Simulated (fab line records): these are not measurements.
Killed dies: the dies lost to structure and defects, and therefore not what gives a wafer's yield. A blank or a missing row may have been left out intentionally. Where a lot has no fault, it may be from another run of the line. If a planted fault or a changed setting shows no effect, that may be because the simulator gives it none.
fab line records | flow rit-cmos
[record] lots = 14 | wafers = 42 | last-day = 7
route steps=202 shown ACTIVE@15 NRETRO@63 GATE@81 CONTACT@180 M1@202
lots untouched by any fault: they come from a run of this same line in which no faults occurred
start-h: hours from the record's first day to the start of the lot's first wafer shown | wait-h: time in hours since the lot's previous step | " identical to the entry in the row above | L1.1+2: several wafers, shown together as one row | - no value, or no start was given | * or withheld: withheld | < > ~ a bound
route shown NAME@n: a module of which the file shows steps, and the number in the route of the first | usual: the fault-free wafers' mean and standard deviation | same: alike in all rows | chamber/n: place in a boat | sites: the reading at each site | _std_site: the values' standard deviation | _edge_site: inner sites' mean taken away from outer sites' mean | radius-mm: how far each site lies from the wafer's centre | mask NAME#n: copy n | behind: the most recent tool/chamber to have shaped the wafer | hold: what put the lot on hold/how long, in hours/how the hold closed | device: which transistor (n, p or np) failed to switch | end of line: tests of these same wafers at the route's end | for a step that has no rows: nothing shown but its recipe | killed: not the wafer's yield, but the dies lost to structure and defects at the first sort | map: the dies of a wafer, with x for killed, . for not killed, _ for no die there
set.NAME: setting as actually run; set.NAME@STEP: the setting as run at that earlier step | model.NAME: the simulator's own value behind a step, which no gauge read
one table for each step of the route and one row for each wafer, over a sample of lots
services: from which hour (start-h, from the record's first day; less than 0 if before it) a tool's chamber was out of use, for how many hours, and why
[[steps]]
[step RIT_ACTIVE_STRIP_14]
[recipe] chemistry = O2 | time-s = 180 | resist = NOVOLAK | platen-temp-c = withheld | power-w = 500 | pressure-mtorr = 4000 | o2-flow-sccm = 4000
[usual] drypump-motor-current-A = 5.4/0.42
lot.wafer | tool            | chamber | start-h | wait-h | drypump-motor-current-A | rf-hours-counter-h
L408.2    | plasma-asher-04 | 0       | 15.79   | 0.1    | 5.9                     | 37
L408.5    | "               | 1       | "       | "      | 5.3                     | -
L408.6    | "               | 0       | "       | "      | 6.0                     | -
L409.1    | plasma-asher-03 | 1       | 20.95   | 0.1    | 5.7                     | 21
L409.2    | "               | 0       | "       | "      | 5.9                     | 21
L409.4    | "               | 0       | "       | "      | 5.9                     | -
L410.1    | plasma-asher-04 | 1       | 28.12   | 0.1    | 5.3                     | 38
L410.2    | "               | 0       | "       | "      | 5.9                     | 38
L410.3    | "               | 0       | "       | "      | 5.9                     | -
L411.2    | plasma-asher-04 | 1       | 32.49   | 0.1    | 5.3                     | 38
L411.3    | "               | 1       | "       | "      | 5.3                     | -
L411.5    | "               | 0       | "       | "      | 5.9                     | -
L412.1    | plasma-asher-03 | 0       | 35.51   | 0.1    | 5.9                     | 23
L412.2    | "               | 1       | "       | "      | 5.7                     | 23
L412.5    | "               | 1       | "       | "      | 5.7                     | -
L413.2    | plasma-asher-03 | 1       | 43.10   | 0.1    | 5.7                     | 24
L413.4    | "               | 1       | "       | "      | 5.7                     | -
L413.6    | "               | 1       | "       | "      | 5.7                     | -
L414.3    | plasma-asher-01 | 0       | 46.53   | 0.1    | 5.0                     | -
L414.4    | "               | 1       | "       | "      | 4.8                     | -
L414.5    | "               | 0       | "       | "      | 5.0                     | -
L415.3    | plasma-asher-01 | 1       | 49.91   | 0.1    | 4.9                     | -
L415.5    | "               | 0       | "       | "      | 5.0                     | -
L415.6    | "               | 1       | "       | "      | 4.9                     | -
L416.1    | plasma-asher-01 | 0       | 55.54   | 0.1    | 5.0                     | 40
L416.2    | "               | 1       | "       | "      | 4.9                     | 40
L416.6    | "               | 0       | "       | "      | 5.0                     | -
L417.1    | plasma-asher-01 | 1       | 60.85   | 0.1    | 4.8                     | 40
L417.3    | "               | 0       | "       | "      | 5.0                     | -
L417.4    | "               | 1       | "       | "      | 4.9                     | -
L418.3    | plasma-asher-03 | 0       | 65.25   | 0.1    | 5.9                     | -
L418.4    | "               | 1       | "       | "      | 5.7                     | -
L418.5    | "               | 1       | "       | "      | 5.7                     | -
L422.1    | plasma-asher-04 | 0       | 86.00   | 0.1    | 5.9                     | 43
L422.2    | "               | 1       | "       | "      | 5.3                     | 43
L422.6    | "               | 0       | "       | "      | 5.9                     | -
L426.3    | plasma-asher-01 | 0       | 108.17  | 0.1    | 5.0                     | -
L426.4    | "               | 1       | "       | "      | 4.9                     | -
L426.5    | "               | 0       | "       | "      | 5.0                     | -
L431.1    | plasma-asher-01 | 0       | 132.99  | 0.1    | 5.0                     | 48
L431.2    | "               | 1       | "       | "      | 4.9                     | 48
L431.5    | "               | 1       | "       | "      | 4.8                     | -
[step RIT_NRETRO_TW_MEAS_10]
[usual] NRETRO_TW = 1048/6.7
lot.wafer | tool          | chamber | start-h | wait-h | NRETRO_TW
L408.2    | film-metro-04 | -       | 34.55   | 0.1    | 1039
L408.5    | "             | -       | "       | "      | 1038
L408.6    | "             | -       | "       | "      | 1038
L409.1    | film-metro-02 | -       | 44.41   | 0.1    | 1055
L409.2    | "             | -       | "       | "      | 1051
L409.4    | "             | -       | "       | "      | 1052
L410.1    | film-metro-03 | -       | 44.67   | 0.1    | 1057
L410.2    | "             | -       | "       | "      | 1058
L410.3    | "             | -       | "       | "      | 1051
L411.2    | film-metro-02 | -       | 50.57   | 0.1    | 1053
L411.3    | "             | -       | "       | "      | 1055
L411.5    | "             | -       | "       | "      | 1050
L412.1    | film-metro-04 | -       | 55.47   | 0.1    | 1036
L412.2    | "             | -       | "       | "      | 1039
L412.5    | "             | -       | "       | "      | 1031
L413.2    | film-metro-02 | -       | 59.21   | 0.1    | 1053
L413.4    | "             | -       | "       | "      | 1053
L413.6    | "             | -       | "       | "      | 1058
L414.3    | film-metro-04 | -       | 62.33   | 0.1    | 1035
L414.4    | "             | -       | "       | "      | 1040
L414.5    | "             | -       | "       | "      | 1040
L415.3    | film-metro-03 | -       | 66.43   | 0.1    | 1059
L415.5    | "             | -       | "       | "      | 1056
L415.6    | "             | -       | "       | "      | 1052
L416.1    | film-metro-02 | -       | 71.63   | 0.1    | 1053
L416.2    | "             | -       | "       | "      | 1059
L416.6    | "             | -       | "       | "      | 1060
L417.1    | film-metro-03 | -       | 78.08   | 0.1    | 1054
L417.3    | "             | -       | "       | "      | 1050
L417.4    | "             | -       | "       | "      | 1049
L418.3    | film-metro-02 | -       | 84.74   | 0.1    | 1054
L418.4    | "             | -       | "       | "      | 1055
L418.5    | "             | -       | "       | "      | 1055
L422.1    | film-metro-03 | -       | 105.65  | 0.1    | 1049
L422.2    | "             | -       | "       | "      | 1052
L422.6    | "             | -       | "       | "      | 1050
L426.3    | film-metro-02 | -       | 129.98  | 0.1    | 1050
L426.4    | "             | -       | "       | "      | 1052
L426.5    | "             | -       | "       | "      | 1051
L431.1    | film-metro-02 | -       | 150.73  | 0.1    | 1057
L431.2    | "             | -       | "       | "      | 1056
L431.5    | "             | -       | "       | "      | 1061
[step RIT_GATE_OXIDATION_05]
[recipe] temp-c = 900 | ambient = O2 | target-thk-a = 30 | ox-time-s = 270
[usual] spike-tc-centre-C = 902.6/1.3 | spike-tc-load-C = 927.0/1.3 | spike-tc-source-C = 922.8/1.2 | tube-center-temp-C = 900/0.076 | tube_center_temp_C_max = 902.2/0.35 | zone-power-centre-pct = 43.6/2.3
lot.wafer | tool       | chamber | start-h | wait-h | spike-tc-centre-C | spike-tc-load-C | spike-tc-source-C | tube-center-temp-C | tube_center_temp_C_max | zone-power-centre-pct
L408.2    | furnace-04 | 0       | 40.31   | 3.7    | 904.2             | 924.4           | 922.9             | 900.15             | 903.2                  | 42.5
L408.5    | "          | 0       | "       | "      | 902.3             | 925.5           | 921.8             | 899.97             | 901.8                  | 41.8
L408.6    | "          | 0       | "       | "      | 901.4             | 926.5           | 923.1             | 899.98             | 901.8                  | 42.3
L409.1    | furnace-03 | 0       | 46.99   | 0.1    | 904.3             | 928.1           | 921.0             | 900.12             | 901.5                  | 41.8
L409.2    | "          | 0       | "       | "      | 905.6             | 928.3           | 922.5             | 899.95             | 902.0                  | 42.2
L409.4    | "          | 0       | "       | "      | 904.7             | 928.1           | 923.2             | 899.96             | 902.2                  | 41.7
L410.1    | furnace-01 | 0       | 47.19   | 0.1    | 900.8             | 928.3           | 924.5             | 899.91             | 902.3                  | 47.6
L410.2    | "          | 0       | "       | "      | 901.4             | 926.4           | 924.5             | 899.96             | 902.2                  | 47.3
L410.3    | "          | 0       | "       | "      | 902.9             | 927.5           | 923.2             | 899.9              | 902.4                  | 47.9
L411.2    | furnace-04 | 0       | 55.05   | 2.4    | 904.1             | 925.5           | 921.7             | 899.88             | 902.7                  | 42.1
L411.3    | "          | 0       | "       | "      | 901.5             | 926.1           | 921.2             | 899.92             | 902.0                  | 42.5
L411.5    | "          | 0       | "       | "      | 902.4             | 925.6           | 922.2             | 900.1              | 902.8                  | 42.3
L412.1    | furnace-04 | 0       | 58.06   | 0.4    | 900.3             | 926.7           | 921.6             | 900.02             | 902.0                  | 41.6
L412.2    | "          | 0       | "       | "      | 902.7             | 926.4           | 922.0             | 900.05             | 902.5                  | 42.3
L412.5    | "          | 0       | "       | "      | 902.5             | 924.2           | 922.4             | 900.03             | 902.2                  | 42.1
L413.2    | furnace-03 | 0       | 62.28   | 1.0    | 901.2             | 927.4           | 923.4             | 899.97             | 902.2                  | 41.9
L413.4    | "          | 0       | "       | "      | 903.9             | 926.8           | 922.9             | 900                | 902.0                  | 41.6
L413.6    | "          | 0       | "       | "      | 902.9             | 926.0           | 922.1             | 899.83             | 902.5                  | 42.7
L414.3    | furnace-01 | 0       | 64.40   | 0.0    | 901.1             | 928.6           | 924.1             | 899.94             | 902.0                  | 47.0
L414.4    | "          | 0       | "       | "      | 900.7             | 926.3           | 922.8             | 899.91             | 901.9                  | 47.4
L414.5    | "          | 0       | "       | "      | 901.7             | 927.9           | 923.6             | 899.96             | 902.2                  | 47.1
L415.3    | furnace-03 | 0       | 68.85   | 0.4    | 903.1             | 928.3           | 924.2             | 899.97             | 902.0                  | 41.6
L415.5    | "          | 0       | "       | "      | 904.4             | 925.5           | 921.8             | 899.93             | 902.0                  | 41.7
L415.6    | "          | 0       | "       | "      | 904.0             | 929.4           | 921.1             | 899.9              | 901.8                  | 42.1
L416.1    | furnace-03 | 0       | 74.04   | 0.3    | 904.5             | 928.1           | 922.3             | 899.87             | 902.0                  | 42.5
L416.2    | "          | 0       | "       | "      | 903.0             | 927.2           | 920.0             | 900.03             | 902.2                  | 41.4
L416.6    | "          | 0       | "       | "      | 903.5             | 927.6           | 921.6             | 900.04             | 902.4                  | 42.1
L417.1    | furnace-03 | 0       | 82.85   | 2.7    | 917.0             | 943.5           | 937.2             | 915.09             | 917.4                  | 42.6
L417.3    | "          | 0       | "       | "      | 919.3             | 942.7           | 937.0             | 914.97             | 916.7                  | 43.1
L417.4    | "          | 0       | "       | "      | 918.6             | 942.3           | 939.2             | 915.03             | 917.2                  | 42.3
L418.3    | furnace-03 | 0       | 91.09   | 4.1    | 919.3             | 941.7           | 938.9             | 915.02             | 917.6                  | 42.8
L418.4    | "          | 0       | "       | "      | 916.1             | 944.2           | 939.5             | 914.95             | 916.7                  | 42.6
L418.5    | "          | 0       | "       | "      | 920.0             | 942.3           | 937.4             | 914.89             | 916.9                  | 43.4
L422.1    | furnace-01 | 0       | 111.09  | 3.2    | 900.0             | 927.6           | 923.7             | 899.96             | 902.4                  | 46.9
L422.2    | "          | 0       | "       | "      | 900.9             | 926.7           | 925.0             | 899.9              | 902.5                  | 47.1
L422.6    | "          | 0       | "       | "      | 901.5             | 927.0           | 924.4             | 900.06             | 902.1                  | 46.3
L426.3    | furnace-01 | 0       | 133.80  | 1.8    | 901.6             | 927.1           | 924.0             | 900.05             | 901.5                  | 46.9
L426.4    | "          | 0       | "       | "      | 902.5             | 927.2           | 925.0             | 899.96             | 902.0                  | 47.8
L426.5    | "          | 0       | "       | "      | 901.6             | 927.6           | 923.5             | 899.98             | 901.9                  | 47.0
L431.1    | furnace-04 | 0       | 153.71  | 0.8    | 902.1             | 926.2           | 921.9             | 900.01             | 902.5                  | 42.2
L431.2    | "          | 0       | "       | "      | 903.5             | 926.4           | 922.2             | 900.11             | 902.4                  | 42.6
L431.5    | "          | 0       | "       | "      | 903.4             | 929.0           | 923.0             | 900.06             | 902.3                  | 42.7
[step RIT_GATE_THK_MEAS_07]
[recipe] reads = SiO2_of_GATE_OXIDATION_05
[usual] GATE_OXIDE_THK = 3.05/0.067
lot.wafer | tool          | chamber | start-h | wait-h | hold                     | GATE_OXIDE_THK[nm]
L408.2    | film-metro-03 | -       | 43.35   | 0.0    | -                        | 3.09
L408.5    | "             | -       | "       | "      | -                        | 3.05
L408.6    | "             | -       | "       | "      | -                        | 3.07
L409.1    | film-metro-01 | -       | 48.65   | 0.0    | -                        | 3.07
L409.2    | "             | -       | "       | "      | -                        | 3.12
L409.4    | "             | -       | "       | "      | -                        | 3.07
L410.1    | film-metro-04 | -       | 48.65   | 0.0    | -                        | 3.03
L410.2    | "             | -       | "       | "      | -                        | 3.04
L410.3    | "             | -       | "       | "      | -                        | 2.99
L411.2    | film-metro-03 | -       | 57.53   | 0.0    | -                        | 3.09
L411.3    | "             | -       | "       | "      | -                        | 3.02
L411.5    | "             | -       | "       | "      | -                        | 3.00
L412.1    | film-metro-01 | -       | 59.38   | 0.0    | -                        | 3.06
L412.2    | "             | -       | "       | "      | -                        | 3.08
L412.5    | "             | -       | "       | "      | -                        | 3.04
L413.2    | film-metro-04 | -       | 64.12   | 0.0    | -                        | 3.04
L413.4    | "             | -       | "       | "      | -                        | 3.14
L413.6    | "             | -       | "       | "      | -                        | 3.09
L414.3    | film-metro-01 | -       | 67.55   | 0.0    | -                        | 3.11
L414.4    | "             | -       | "       | "      | -                        | 3.11
L414.5    | "             | -       | "       | "      | -                        | 3.04
L415.3    | film-metro-01 | -       | 70.19   | 0.0    | -                        | 3.05
L415.5    | "             | -       | "       | "      | -                        | 2.98
L415.6    | "             | -       | "       | "      | -                        | 2.99
L416.1    | film-metro-01 | -       | 77.79   | 0.0    | -                        | 3.05
L416.2    | "             | -       | "       | "      | -                        | 3.07
L416.6    | "             | -       | "       | "      | -                        | 3.04
L417.1    | film-metro-04 | -       | 89.16   | 0.0    | await-dispo/0.2h/release | 3.54
L417.3    | "             | -       | "       | "      | await-dispo/0.2h/release | 3.63
L417.4    | "             | -       | "       | "      | await-dispo/0.2h/release | 3.57
L417.1    | film-metro-04 | -       | 89.38   | 0.2    | -                        | 3.56
L417.3    | "             | -       | "       | "      | -                        | 3.62
L417.4    | "             | -       | "       | "      | -                        | 3.61
L418.3    | film-metro-01 | -       | 95.68   | 0.0    | await-dispo/0.2h/release | 3.54
L418.4    | "             | -       | "       | "      | await-dispo/0.2h/release | 3.58
L418.5    | "             | -       | "       | "      | await-dispo/0.2h/release | 3.56
L418.3    | film-metro-01 | -       | 95.91   | 0.2    | -                        | 3.57
L418.4    | "             | -       | "       | "      | -                        | 3.56
L418.5    | "             | -       | "       | "      | -                        | 3.57
L422.1    | film-metro-03 | -       | 115.49  | 0.0    | -                        | 3.05
L422.2    | "             | -       | "       | "      | -                        | 3.15
L422.6    | "             | -       | "       | "      | -                        | 3.15
L426.3    | film-metro-01 | -       | 135.15  | 0.0    | -                        | 3.01
L426.4    | "             | -       | "       | "      | -                        | 3.09
L426.5    | "             | -       | "       | "      | -                        | 3.14
L431.1    | film-metro-01 | -       | 155.03  | 0.0    | -                        | 2.99
L431.2    | "             | -       | "       | "      | -                        | 3.02
L431.5    | "             | -       | "       | "      | -                        | 2.97
[step RIT_CONTACT_STRIP_12]
[recipe] chemistry = O2 | time-s = 180 | resist = NOVOLAK | platen-temp-c = withheld | power-w = 500 | pressure-mtorr = 4000 | o2-flow-sccm = 4000
[usual] drypump-motor-current-A = 5.3/0.36
lot.wafer | tool            | chamber | start-h | wait-h | drypump-motor-current-A | rf-hours-counter-h
L408.2    | plasma-asher-03 | 0       | 62.51   | 0.1    | 5.9                     | 25
L408.5    | "               | 0       | "       | "      | 5.9                     | -
L408.6    | "               | 1       | "       | "      | 5.7                     | -
L409.1    | plasma-asher-02 | 0       | 67.96   | 0.1    | 5.3                     | 45
L409.2    | "               | 1       | "       | "      | 5.4                     | 45
L409.4    | "               | 0       | "       | "      | 5.3                     | -
L410.1    | plasma-asher-03 | 1       | 68.11   | 0.1    | 5.7                     | 26
L410.2    | "               | 0       | "       | "      | 5.9                     | 26
L410.3    | "               | 1       | "       | "      | 5.7                     | -
L411.2    | plasma-asher-01 | 0       | 75.80   | 0.1    | 5.0                     | 42
L411.3    | "               | 1       | "       | "      | 4.9                     | -
L411.5    | "               | 0       | "       | "      | 5.0                     | -
L412.1    | plasma-asher-02 | 0       | 79.22   | 0.1    | 5.3                     | 47
L412.2    | "               | 1       | "       | "      | 5.4                     | 47
L412.5    | "               | 0       | "       | "      | 5.3                     | -
L413.2    | plasma-asher-02 | 1       | 83.17   | 0.1    | 5.3                     | 47
L413.4    | "               | 0       | "       | "      | 5.3                     | -
L413.6    | "               | 1       | "       | "      | 5.3                     | -
L414.3    | plasma-asher-02 | 1       | 86.13   | 0.2    | 5.4                     | -
L414.4    | "               | 0       | "       | "      | 5.3                     | -
L414.5    | "               | 1       | "       | "      | 5.3                     | -
L415.3    | plasma-asher-03 | 1       | 90.08   | 0.2    | 5.7                     | -
L415.5    | "               | 1       | "       | "      | 5.7                     | -
L415.6    | "               | 0       | "       | "      | 5.9                     | -
L416.1    | plasma-asher-01 | 0       | 98.77   | 0.1    | 5.0                     | 44
L416.2    | "               | 1       | "       | "      | 4.8                     | 44
L416.6    | "               | 1       | "       | "      | 4.9                     | -
L418.3    | plasma-asher-03 | 0       | 126.57  | 0.2    | 5.9                     | -
L418.4    | "               | 1       | "       | "      | 5.7                     | -
L418.5    | "               | 1       | "       | "      | 5.7                     | -
L422.1    | plasma-asher-01 | 1       | 135.71  | 0.1    | 4.9                     | 49
L422.2    | "               | 0       | "       | "      | 5.0                     | 49
L422.6    | "               | 0       | "       | "      | 5.0                     | -
L426.3    | plasma-asher-01 | 0       | 154.24  | 0.2    | 5.0                     | -
L426.4    | "               | 1       | "       | "      | 4.8                     | -
L426.5    | "               | 1       | "       | "      | 4.9                     | -
L431.1    | plasma-asher-01 | 0       | 173.66  | 0.1    | 5.0                     | 53
L431.2    | "               | 1       | "       | "      | 4.9                     | 53
L431.5    | "               | 1       | "       | "      | 4.9                     | -
[step RIT_M1_PROBE_99]
[usual] killed_at_M0_to_M3 = 0.0/0.12 | killed-at-contacts = 0.1/0.25 | killed-at-front-end = 7/3.2 | killed-dies = 7/3.2 | killed-open = 3.5/2.2 | killed-short = 3.6/2.1
[same] gross-dies = 264 | killed_at_M4_up = 0 | killed-at-back-side = 0 | killed-at-other = 0
lot.wafer | tool      | chamber | start-h | wait-h | killed_at_M0_to_M3 | killed-at-contacts | killed-at-front-end | killed-dies | killed-open | killed-short
L410.1    | prober-02 | -       | 74.31   | 0.1    | 0                  | 0                  | 1                   | 1           | 0           | 1
L410.2    | prober-02 | -       | 74.36   | 0.1    | 0                  | 0                  | 10                  | 10          | 4           | 6
L410.3    | prober-02 | -       | 74.41   | 0.2    | 0                  | 0                  | 6                   | 6           | 1           | 5
L416.1    | prober-02 | -       | 103.61  | 0.1    | 0                  | 0                  | 9                   | 9           | 2           | 7
L416.2    | prober-02 | -       | 103.66  | 0.1    | 0                  | 0                  | 3                   | 3           | 0           | 3
L416.6    | prober-02 | -       | 103.86  | 0.2    | 0                  | 0                  | 2                   | 2           | 1           | 1
L418.3    | prober-02 | -       | 131.31  | 0.2    | 1                  | 0                  | 7                   | 8           | 3           | 5
L418.4    | prober-02 | -       | 131.36  | 0.2    | 0                  | 0                  | 4                   | 4           | 1           | 3
L418.5    | prober-02 | -       | 131.41  | 0.2    | 0                  | 0                  | 4                   | 4           | 3           | 1
L422.1    | prober-02 | -       | 141.76  | 0.1    | 0                  | 0                  | 10                  | 10          | 7           | 3
L422.2    | prober-02 | -       | 141.81  | 0.1    | 0                  | 1                  | 5                   | 6           | 4           | 2
L422.6    | prober-02 | -       | 142.01  | 0.2    | 0                  | 0                  | 7                   | 7           | 5           | 2
L426.3    | prober-02 | -       | 160.01  | 0.2    | 0                  | 0                  | 3                   | 3           | 2           | 1
L426.4    | prober-02 | -       | 160.06  | 0.2    | 0                  | 0                  | 9                   | 9           | 5           | 4
L426.5    | prober-02 | -       | 160.11  | 0.2    | 0                  | 0                  | 10                  | 10          | 4           | 6
L431.1    | prober-01 | -       | 178.36  | 0.1    | 0                  | 0                  | 8                   | 8           | 0           | 8
L431.2    | prober-01 | -       | 178.41  | 0.1    | 0                  | 0                  | 7                   | 7           | 7           | 0
L431.5    | prober-01 | -       | 178.56  | 0.2    | 0                  | 0                  | 8                   | 8           | 2           | 6
// killed by level:class
L410.1 GATE:geometric-particle:short=1
L410.2 GATE:geometric-particle:short=5 SPACER:geometric-particle:open=2 FOX2:geometric-particle:open=1 GATE:geometric-particle:open=1 REOX:geometric-particle:short=1
L410.3 SPACER:geometric-particle:short=3 GATE:geometric-particle:short=1 REOX:geometric-particle:short=1 SPACER:geometric-particle:open=1
L416.1 GATE:geometric-particle:short=4 SILICIDE:geometric-particle:short=3 GATE:geometric-particle:open=2
L416.2 GATE:geometric-particle:short=2 SPACER:geometric-particle:short=1
L416.6 FOX1:geometric-particle:short=1 GATE:geometric-particle:open=1
L418.3 FOX2:geometric-particle:open=2 GATE:geometric-particle:short=2 REOX:geometric-particle:short=2 GATE:geometric-particle:open=1 M1:geometric-particle:short=1
L418.4 GATE:geometric-particle:short=2 FOX1:geometric-particle:short=1 SILICIDE:geometric-particle:open=1
L418.5 GATE:geometric-particle:open=2 ACTIVE:geometric-particle:short=1 SILICIDE:geometric-particle:open=1
L422.1 SILICIDE:geometric-particle:open=3 FOX2:geometric-particle:open=2 GATE:geometric-particle:open=2 FOX1:geometric-particle:short=1 FOX2:geometric-particle:short=1 GATE:geometric-particle:short=1
L422.2 GATE:geometric-particle:short=1 GATE:geometric-particle:open=1 REOX:geometric-particle:open=1 SPACER:geometric-particle:open=1 SILICIDE:geometric-particle:short=1 CONTACT:geometric-particle:open=1
L422.6 SILICIDE:geometric-particle:open=2 FOX1:geometric-particle:open=1 FOX1:geometric-particle:short=1 FOX2:geometric-particle:open=1 GATE:geometric-particle:short=1 SPACER:geometric-particle:open=1
L426.3 FOX1:geometric-particle:open=1 GATE:geometric-particle:open=1 GATE:geometric-particle:short=1
L426.4 GATE:geometric-particle:open=2 GATE:geometric-particle:short=2 FOX1:geometric-particle:short=1 FOX1:geometric-particle:open=1 FOX2:geometric-particle:short=1 REOX:geometric-particle:open=1 SPACER:geometric-particle:open=1
L426.5 GATE:geometric-particle:short=4 GATE:geometric-particle:open=2 FOX1:geometric-particle:short=1 FOX1:geometric-particle:open=1 REOX:geometric-particle:open=1 SPACER:geometric-particle:short=1
L431.1 GATE:geometric-particle:short=3 REOX:geometric-particle:short=2 FOX1:geometric-particle:short=1 SPACER:geometric-particle:short=1 SILICIDE:geometric-particle:short=1
L431.2 FOX1:geometric-particle:open=3 REOX:geometric-particle:open=3 GATE:geometric-particle:open=1
L431.5 FOX2:geometric-particle:short=2 ACTIVE:geometric-particle:short=1 FOX1:geometric-particle:open=1 FOX1:geometric-particle:short=1 REOX:geometric-particle:open=1 GATE:geometric-particle:short=1 REOX:geometric-particle:short=1
[[services]]
tool            | chamber | start-h | hours | kind
plasma-asher-04 | -       | -6.00   | 2.7   | repair
plasma-asher-04 | -       | 17.94   | 6.0   | repair
furnace-04      | -       | 19.27   | 4.0   | pm
furnace-01      | -       | 20.56   | 2.9   | pm
furnace-01      | -       | 23.43   | 3.4   | pm
plasma-asher-04 | -       | 43.51   | 3.7   | repair
plasma-asher-04 | -       | 51.11   | 3.1   | repair
plasma-asher-03 | -       | 69.14   | 3.4   | repair
plasma-asher-04 | -       | 77.09   | 1.1   | repair
plasma-asher-04 | 0       | 117.75  | -     | clean
plasma-asher-04 | 1       | 117.75  | -     | clean
furnace-04      | -       | 126.82  | 4.3   | pm
plasma-asher-04 | -       | 131.12  | 4.3   | pm
plasma-asher-03 | -       | 146.76  | 0.7   | repair
plasma-asher-01 | -       | 160.90  | 2.8   | pm
[[key]]
[first-sign] step = RIT_GATE_OXIDATION_05 | reading = tube-center-temp-C | direction = up | sigmas = 99+ | usual = * | struck = *
[effect] step = RIT_GATE_OXIDATION_05 | reading = tube_center_temp_C_max | direction = up | sigmas = 43 | usual = * | struck = *
[effect] step = RIT_GATE_THK_MEAS_07 | reading = visit | direction = added
[effect] step = RIT_GATE_THK_MEAS_07 | reading = GATE_OXIDE_THK | direction = up | sigmas = 7.7 | usual = 3.05 | struck = 3.57
met-at RIT_GATE_OXIDATION_05
struck-lots L417,L418
rows-end L417.1,L417.3,L417.4
tester-left-out L418
not-acting-at RIT_ACTIVE_STRIP_14,RIT_NRETRO_TW_MEAS_10,RIT_CONTACT_STRIP_12
onset-between 74.04 82.85
[fault] kind = process-parameter-drift | tool = furnace-03 | chamber = - | onset-h = 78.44 | steps = RIT_GATE_OXIDATION_05 | channel = temp-c | offset = * | shape = step | end-h = 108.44 | acts-in = * | stated = *
// tester-left-out: of these lots the tester's yield and bins aren't shown, on N5 and GAA mostly nor the transistor test; their killed dies are dies lost to structure and defects alone, not to doping, threshold or leakage, so they don't give the yield
// rows-end: these wafers met a further fault down the route, and their rows from its step on are left out
